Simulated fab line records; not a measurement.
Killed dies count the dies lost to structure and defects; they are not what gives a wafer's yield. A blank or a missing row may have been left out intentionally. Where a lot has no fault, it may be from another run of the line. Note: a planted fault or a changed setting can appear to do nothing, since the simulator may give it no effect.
fab line records    flow rit_cmos
record: lots: 13  wafers: 39  last_day: 8
route steps=202 shown PLDD@122 M1@202
lots with no fault: from the same line, run without faults
start_h: hours from the record's first day to the start of the lot's first wafer shown    wait_h: hours since the lot's step before    " repeats the value in the row above    L1.1+2: a row that stands for several wafers    - no value, or no start was given    * or withheld: withheld    < > ~ a bound
route shown NAME@n: NAME is a module with steps in the file, n the number in the route of the first one    usual: average and standard deviation across the fault-free wafers    same: alike in all rows    chamber/n: place in a boat    sites: per-site readings    _std_site: how widely they spread, as a standard deviation    _edge_site: inner sites' mean taken away from outer sites' mean    radius_mm: for every site, how far away it sits from the centre of the wafer    mask NAME#n: copy n    behind: the most recent tool/chamber to have shaped the wafer    hold: why the lot went on hold/how many hours it stayed there/how the hold came to an end    device: the n, p or np transistor that did not switch    end of line: tests run on the same wafers once the route is complete    a step without rows: its recipe alone    killed: not the wafer's yield, but the dies lost to structure and defects at the first sort    map: dies across one wafer; x = killed, . = not, _ = none there
set.NAME: the run value of the setting; set.NAME@STEP: its run value at that earlier step    model.NAME: the simulator's own value behind a step, which no gauge read
route steps across a sampled set of lots; one table per step, one row per wafer
services: when a tool's chamber went out of use (start_h, in hours from the record's first day, below 0 if earlier), for how many hours, and the reason
== steps ==
step: RIT_PLDD_IMPLANT_08
recipe: species: BF2  energy_kev: 20  dose_cm2: 9e+14  tilt_deg: 7
usual: beam_energy_keV: 20.000/0.006
lot.wafer  tool          chamber  start_h  wait_h  beam_energy_keV
L415.1     implanter-03  0        47.28    0.1     19.998
L415.3     "             0        "        "       19.999
L415.4     "             0        "        "       19.990
L416.2     implanter-03  0        51.17    0.1     20.003
L416.3     "             0        "        "       20.004
L416.6     "             0        "        "       19.991
L417.2     implanter-01  0        57.35    0.1     20.000
L417.3     "             0        "        "       19.989
L417.6     "             0        "        "       19.990
L418.1     implanter-01  0        63.83    0.1     19.995
L418.2     "             0        "        "       20.011
L418.6     "             0        "        "       20.000
L424.3     implanter-01  0        94.93    0.1     22.187
L424.4     "             0        "        "       22.191
L424.6     "             0        "        "       22.173
L425.3     implanter-01  0        99.54    0.1     22.193
L425.5     "             0        "        "       22.188
L425.6     "             0        "        "       22.185
L430.1     implanter-02  0        126.38   0.1     19.997
L430.5     "             0        "        "       20.008
L430.6     "             0        "        "       19.999
L432.2     implanter-02  0        141.32   0.1     20.005
L432.4     "             0        "        "       20.012
L432.5     "             0        "        "       20.001
L433.1     implanter-02  0        151.86   0.1     20.000
L433.2     "             0        "        "       19.995
L433.4     "             0        "        "       19.992
L434.2     implanter-02  0        156.77   0.1     19.992
L434.4     "             0        "        "       20.002
L434.5     "             0        "        "       19.992
L436.2     implanter-01  0        171.28   0.1     20.002
L436.3     "             0        "        "       19.998
L436.4     "             0        "        "       20.009
L438.2     implanter-02  0        176.95   0.1     20.006
L438.4     "             0        "        "       20.003
L438.6     "             0        "        "       19.999
L437.1     implanter-01  0        177.21   0.1     19.997
L437.2     "             0        "        "       20.000
L437.6     "             0        "        "       20.003
step: RIT_PLDD_TW_MEAS_10
usual: PLDD_TW: 2356/25
lot.wafer  tool           chamber  start_h  wait_h  PLDD_TW
L415.1     film_metro-04  -        47.60    0.1     2348
L415.3     "              -        "        "       2352
L415.4     "              -        "        "       2357
L416.2     film_metro-04  -        51.48    0.1     2319
L416.3     "              -        "        "       2337
L416.6     "              -        "        "       2327
L417.2     film_metro-04  -        57.66    0.1     2333
L417.3     "              -        "        "       2319
L417.6     "              -        "        "       2325
L418.1     film_metro-04  -        64.15    0.1     2333
L418.2     "              -        "        "       2347
L418.6     "              -        "        "       2331
L424.3     film_metro-01  -        95.23    0.1     2408
L424.4     "              -        "        "       2408
L424.6     "              -        "        "       2409
L425.3     film_metro-03  -        99.84    0.1     2454
L425.5     "              -        "        "       2460
L425.6     "              -        "        "       2459
L430.1     film_metro-01  -        126.70   0.1     2328
L430.5     "              -        "        "       2321
L430.6     "              -        "        "       2317
L432.2     film_metro-03  -        141.63   0.1     2394
L432.4     "              -        "        "       2396
L432.5     "              -        "        "       2398
L433.1     film_metro-03  -        152.19   0.1     2377
L433.2     "              -        "        "       2389
L433.4     "              -        "        "       2380
L434.2     film_metro-03  -        157.08   0.1     2395
L434.4     "              -        "        "       2386
L434.5     "              -        "        "       2401
L436.2     film_metro-01  -        171.59   0.1     2330
L436.3     "              -        "        "       2326
L436.4     "              -        "        "       2321
L438.2     film_metro-03  -        177.26   0.1     2375
L438.4     "              -        "        "       2387
L438.6     "              -        "        "       2372
L437.1     film_metro-01  -        177.54   0.1     2342
L437.2     "              -        "        "       2332
L437.6     "              -        "        "       2340
step: RIT_SDANNEAL_RS_MEAS_06
recipe: thk_meas_gauge: four-point-probe
usual: PLDD_RS: 178.8/0.46
lot.wafer  tool           chamber  start_h  wait_h  PLDD_RS[ohm/sq]
L415.1     film_metro-03  -        54.30    0.1     178.3
L415.3     "              -        "        "       178.2
L415.4     "              -        "        "       178.6
L416.2     film_metro-03  -        58.82    0.1     178.6
L416.3     "              -        "        "       179.2
L416.6     "              -        "        "       179.4
L417.2     film_metro-03  -        64.16    0.1     179.5
L417.3     "              -        "        "       179.6
L417.6     "              -        "        "       179.8
L418.1     film_metro-01  -        70.23    0.1     178.2
L418.2     "              -        "        "       178.8
L418.6     "              -        "        "       178.5
L424.3     film_metro-04  -        101.57   0.1     171.6
L424.4     "              -        "        "       171.8
L424.6     "              -        "        "       171.6
L425.3     film_metro-04  -        106.88   0.1     171.5
L425.5     "              -        "        "       172.0
L425.6     "              -        "        "       172.3
L430.1     film_metro-03  -        132.92   0.1     178.7
L430.5     "              -        "        "       178.9
L430.6     "              -        "        "       178.9
L432.2     film_metro-01  -        148.10   0.1     179.1
L432.4     "              -        "        "       178.2
L432.5     "              -        "        "       179.0
L433.1     film_metro-03  -        158.51   0.1     179.5
L433.2     "              -        "        "       178.2
L433.4     "              -        "        "       179.1
L434.2     film_metro-03  -        165.87   0.1     179.2
L434.4     "              -        "        "       178.6
L434.5     "              -        "        "       178.6
L436.2     film_metro-03  -        177.82   0.1     178.6
L436.3     "              -        "        "       178.2
L436.4     "              -        "        "       178.6
L438.2     film_metro-04  -        183.68   0.1     178.4
L438.4     "              -        "        "       178.6
L438.6     "              -        "        "       178.8
L437.1     film_metro-01  -        184.14   0.1     178.8
L437.2     "              -        "        "       178.7
L437.6     "              -        "        "       178.7
step: RIT_M1_PROBE_99
usual: killed_at_M0_to_M3: 0.0/0.083  killed_at_contacts: 0.1/0.27  killed_at_front_end: 7/3.1  killed_dies: 7/3.2  killed_open: 3.8/2.1  killed_short: 3.6/2
same: gross_dies: 264  killed_at_M4_up: 0  killed_at_back_side: 0  killed_at_other: 0
lot.wafer  tool       chamber  start_h  wait_h  killed_at_M0_to_M3  killed_at_contacts  killed_at_front_end  killed_dies  killed_open  killed_short
L425.3     prober-01  -        114.18   0.2     0                   0                   12                   12           7            5
L425.5     prober-01  -        114.28   0.2     0                   0                   14                   14           8            6
L425.6     prober-01  -        114.33   0.2     0                   0                   4                    4            1            3
L430.1     prober-01  -        140.04   0.1     0                   0                   7                    7            4            3
L430.5     prober-01  -        140.24   0.2     0                   0                   6                    6            2            4
L430.6     prober-01  -        140.29   0.2     0                   0                   10                   10           6            4
L434.2     prober-02  -        173.05   0.1     0                   0                   8                    8            2            6
L434.4     prober-02  -        173.15   0.2     0                   0                   4                    4            2            2
L434.5     prober-02  -        173.20   0.2     0                   0                   11                   11           9            2
L438.2     prober-01  -        191.05   0.1     0                   0                   9                    9            2            7
L438.4     prober-01  -        191.15   0.2     0                   0                   13                   13           8            5
L438.6     prober-01  -        191.25   0.2     0                   0                   10                   10           6            4
killed by level:class
L425.3 SILICIDE:geometric_particle:open=3 FOX1:geometric_particle:short=2 GATE:geometric_particle:open=2 SILICIDE:geometric_particle:short=2 FOX1:geometric_particle:open=1 FOX2:geometric_particle:open=1 GATE:geometric_particle:short=1
L425.5 FOX1:geometric_particle:open=4 FOX1:geometric_particle:short=2 FOX2:geometric_particle:open=2 GATE:geometric_particle:short=2 REOX:geometric_particle:short=1 REOX:geometric_particle:open=1 SPACER:geometric_particle:open=1 SILICIDE:geometric_particle:short=1
L425.6 FOX1:geometric_particle:short=2 FOX2:geometric_particle:open=1 SILICIDE:geometric_particle:short=1
L430.1 FOX1:geometric_particle:open=1 GATE:geometric_particle:short=1 GATE:geometric_particle:open=1 REOX:geometric_particle:open=1 REOX:geometric_particle:short=1 SPACER:geometric_particle:short=1 SILICIDE:geometric_particle:open=1
L430.5 GATE:geometric_particle:short=3 FOX2:geometric_particle:short=1 GATE:geometric_particle:open=1 SPACER:geometric_particle:open=1
L430.6 SILICIDE:geometric_particle:open=3 FOX1:geometric_particle:short=2 ACTIVE:geometric_particle:open=1 FOX2:geometric_particle:open=1 SPACER:geometric_particle:short=1 SPACER:geometric_particle:open=1 SILICIDE:geometric_particle:short=1
L434.2 REOX:geometric_particle:short=3 GATE:geometric_particle:short=2 GATE:geometric_particle:open=1 REOX:geometric_particle:open=1 SPACER:geometric_particle:short=1
L434.4 GATE:geometric_particle:short=2 GATE:geometric_particle:open=1 REOX:geometric_particle:open=1
L434.5 REOX:geometric_particle:open=5 GATE:geometric_particle:open=2 REOX:geometric_particle:short=2 FOX1:geometric_particle:open=1 SILICIDE:geometric_particle:open=1
L438.2 GATE:geometric_particle:open=2 SPACER:geometric_particle:short=2 FOX1:geometric_particle:short=1 FOX2:geometric_particle:short=1 GATE:geometric_particle:short=1 REOX:geometric_particle:short=1 SILICIDE:geometric_particle:short=1
L438.4 GATE:geometric_particle:short=3 SILICIDE:geometric_particle:open=3 GATE:geometric_particle:open=2 SPACER:geometric_particle:open=2 REOX:geometric_particle:open=1 SPACER:geometric_particle:short=1 SILICIDE:geometric_particle:short=1
L438.6 SILICIDE:geometric_particle:open=2 FOX1:geometric_particle:short=1 FOX1:geometric_particle:open=1 FOX2:geometric_particle:short=1 FOX2:geometric_particle:open=1 GATE:geometric_particle:open=1 GATE:geometric_particle:short=1 SPACER:geometric_particle:open=1
== services ==
tool          chamber  start_h  hours  kind
implanter-02  -        80.94    8.9    repair
implanter-01  -        88.52    3.7    pm
implanter-03  -        94.88    2.2    repair
implanter-03  -        112.20   2.0    pm
implanter-01  -        114.42   3.3    repair
implanter-03  -        122.91   56.3   pm
implanter-01  -        146.74   3.3    pm
== key ==
first_sign: step: RIT_PLDD_IMPLANT_08  reading: beam_energy_keV  direction: up  sigmas: 99+  usual: 20.000  struck: 22.186
effect: step: RIT_PLDD_TW_MEAS_10  reading: PLDD_TW  direction: up  sigmas: 3  usual: 2356  struck: 2433
effect: step: RIT_SDANNEAL_RS_MEAS_06  reading: PLDD_RS  direction: down  sigmas: 15  usual: 178.8  struck: 171.8
met_at RIT_PLDD_IMPLANT_08
struck_lots L424,L425
tester_left_out L424,L425
loop_trim: step: RIT_M1_EXPOSE_06  setting: dose  lots: L424,L425
onset_between 63.83 94.93
fault: kind: process_parameter_drift  tool: implanter-01  chamber: -  onset_h: 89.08  steps: RIT_PLDD_IMPLANT_08  channel: energy_kev  offset: 2.1835  shape: step  end_h: 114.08  acts_in: these_recipes_only  stated: 20
tester_left_out: of these lots the tester's yield and bins aren't shown, on N5 and GAA mostly nor the transistor test; their killed dies are dies lost to structure and defects alone, not to doping, threshold or leakage, so they don't give the yield
loop_trim: a control loop set the setting to another value than it would have without faults
